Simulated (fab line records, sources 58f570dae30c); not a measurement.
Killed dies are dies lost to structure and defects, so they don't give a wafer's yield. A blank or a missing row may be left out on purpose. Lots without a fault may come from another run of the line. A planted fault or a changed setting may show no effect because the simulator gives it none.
Chamber matching | flow berkeley_cmos170 | UCB170_V2_CMP_02 on cmp-01: 4 sister chambers
The step polishes SiO2. 4 wafers are shown with their chamber, then 7 later ones without.

WAFERS WITH THEIR CHAMBER
wafer  | chamber | motor_current_A (A)
L160.2 | 2       | 17.4
L166.2 | 1       | 14.6
L168.1 | 0       | 18.4
L168.3 | 3       | 18.4

WAFERS WITHOUT THEIR CHAMBER
wafer  | motor_current_A (A)
L168.4 | 14.3
L170.1 | 17.6
L170.2 | 18.8
L170.4 | 19.2
L172.2 | 19.1
L172.5 | 18.3
L172.6 | 16.3

WHICH CHAMBER EACH WENT THROUGH
wafer  | from the rows above               | in truth
L168.4 | 1                                 | 1
L170.1 | can't be placed: 2 or 0 or 3      | 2
L170.2 | can't be placed: 0 or 3 or 2      | 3
L170.4 | can't be placed: 0 or 3 or 2      | 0
L172.2 | can't be placed: 0 or 3 or 2      | 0
L172.5 | can't be placed: 0 or 3 or 2      | 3
L172.6 | can't be placed: 2 or 1 or 0 or 3 | 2
Placed correctly: 1 of 7. Can't be placed from these rows: 6 (the true chamber is among the candidates in 6). Placed wrongly: 0.
How it was worked out, from the rows above alone: a wafer's distance from a chamber is the root of the sum, over the readings, of the square of ((its reading less the chamber's mean) divided by the reading's scatter). The wafer belongs to the nearest chamber; if the next one is less than 2 further off, it can't be placed. A chamber's mean is the mean of its shown wafers. The scatter: with one shown wafer a chamber, the root of the mean of the squares of how far each hidden wafer lies from its nearest shown one.
